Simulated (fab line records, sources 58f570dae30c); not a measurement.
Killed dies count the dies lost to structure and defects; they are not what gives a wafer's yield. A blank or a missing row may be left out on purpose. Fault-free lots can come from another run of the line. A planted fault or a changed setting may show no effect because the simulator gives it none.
Split-lot experiment | flow berkeley cmos170 | on a route of 331 steps: 5 lots, 23 wafers read

## SPLIT DETAILS
At UCB170_M2_EXPOSE_12 (exposes mask METAL2, target cd 700 nm), the setting dose mj was moved away from the recipe's 26 on 8 of the 23 wafers read, by -6.7% to +6.2%. For the rest of the wafers, this setting stayed at what the recipe calls for.

## FROM THE SPLIT TO THE READING: what the file shows between them, 6 steps
- UCB170_M2_PEB_13
- UCB170_M2_DEVELOP_14: develop time 45 s
- UCB170_M2_CD_MEAS_15: target cd 700 nm
- UCB170_M2_ETCH_17: etches BARC in N2/H2 (also split here: source w)
- UCB170_M2_METAL_ETCH_18: etches Al in Cl2/BCl3, stops on SiO2, target depth 1170 nm, time 195 s
- UCB170_M2_STRIP_19: strips in O2

## THE READING
At UCB170_M2_CD_MEAS_90: cd nm in nanometres, against a target cd of 700 nm. A value of 700.0 nm with a standard deviation of 2.4 nm is what fault-free wafers of this fab line usually give.

wafer  | tool, chamber at the split | dose mj as run | against the recipe | cd nm, nm | against lot-mates on the recipe
L078.1 | krf scanner-01, 0          | 26             | recipe             | 700.6     | -
L078.2 | krf scanner-01, 0          | 27.62          | +6.2%              | 693.2     | -8.1
L078.4 | krf scanner-01, 0          | 26             | recipe             | 702.0     | -
L078.5 | krf scanner-01, 0          | 27.62          | +6.2%              | 690.6     | -10.7
L078.6 | krf scanner-01, 0          | 27.62          | +6.2%              | 687.7     | -13.6
L077.1 | krf scanner-02, 0          | 26             | recipe             | 701.5     | -
L077.2 | krf scanner-02, 0          | 26             | recipe             | 699.4     | -
L077.3 | krf scanner-02, 0          | 26             | recipe             | 700.9     | -
L077.4 | krf scanner-02, 0          | 26             | recipe             | 698.9     | -
L077.5 | krf scanner-02, 0          | 26             | recipe             | 699.6     | -
L080.1 | krf scanner-01, 0          | 26             | recipe             | 694.9     | -
L080.3 | krf scanner-01, 0          | 26             | recipe             | 696.4     | -
L080.5 | krf scanner-01, 0          | 26             | recipe             | 695.0     | -
L085.1 | krf scanner-02, 0          | 24.25          | -6.7%              | 717.3     | +17.0
L085.2 | krf scanner-02, 0          | 26             | recipe             | 701.7     | -
L085.3 | krf scanner-02, 0          | 26             | recipe             | 698.8     | -
L085.5 | krf scanner-02, 0          | 24.25          | -6.7%              | 713.9     | +13.6
L085.6 | krf scanner-02, 0          | 24.25          | -6.7%              | 713.5     | +13.2
L084.1 | krf scanner-02, 0          | 26             | recipe             | 700.3     | -
L084.3 | krf scanner-02, 0          | 26             | recipe             | 699.7     | -
L084.4 | krf scanner-02, 0          | 26.59          | +2.3%              | 698.3     | -1.2
L084.5 | krf scanner-02, 0          | 26             | recipe             | 698.6     | -
L084.6 | krf scanner-02, 0          | 26.59          | +2.3%              | 699.9     | +0.4

THE FIT
A straight line over all 23 wafers: cd nm changes by -1.84 nm for each +1% of dose mj; r = -0.92; the points scatter about the line by 2.7 nm.
The same after taking each lot's own level away (the mean of its wafers on the recipe; 23 wafers): -1.91 nm for each +1%; r = -0.97; scatter 1.8 nm.
The reading moves by 13 nm for the largest change in dose mj, on that fit.
The lots' own levels span 695.43 to 701.30 nm, that is 2.4 times the standard deviation above.
Hence the lot-to-lot level has little effect on the slope; both slopes agree.
Check: with one of the wafers moved furthest among these (-6.7%) left out of the fit, the line predicts +12.6 nm for it against its lot-mates. It came out at +17 nm against them.

## OTHER SPLITS ON THESE WAFERS
Before the reading, these wafers also passed through other splits. Each is held against what the fit with the lots' levels taken away leaves over:
other split on the same wafers | wafers away from the commonest value | r with cd nm (lot level and that fit taken away)
UCB170_V1_PEB_10 peb temp c    | 11                                   | +0.21
UCB170_M2_ETCH_17 source w     | 4                                    | -0.16

## THE WHOLE CHAIN: every reading that the file lists as answering this split, in the file's order
step                    | what it does                                                           | reading                                                   | change (the file's fit)              | r (the file's)
UCB170_M2_CD_MEAS_15    | target cd 700 nm                                                       | cd nm                                                     | -1.72 nm for each +1% of the setting | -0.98
UCB170_M2_ETCH_17       | etches BARC in N2/H2                                                   | M2.cd nm (the simulator's own value, which no gauge read) | -1.75 nm for each +1% of the setting | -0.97
UCB170_M2_METAL_ETCH_18 | etches Al in Cl2/BCl3, stops on SiO2, target depth 1170 nm, time 195 s | M2.cd nm (the simulator's own value, which no gauge read) | -1.87 nm for each +1% of the setting | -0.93
UCB170_M2_CD_MEAS_90    | target cd 700 nm                                                       | cd nm                                                     | -1.87 nm for each +1% of the setting | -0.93

## FILE'S OWN FIT
cd nm changes by -1.87 nm for each +1% of dose mj, r = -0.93.
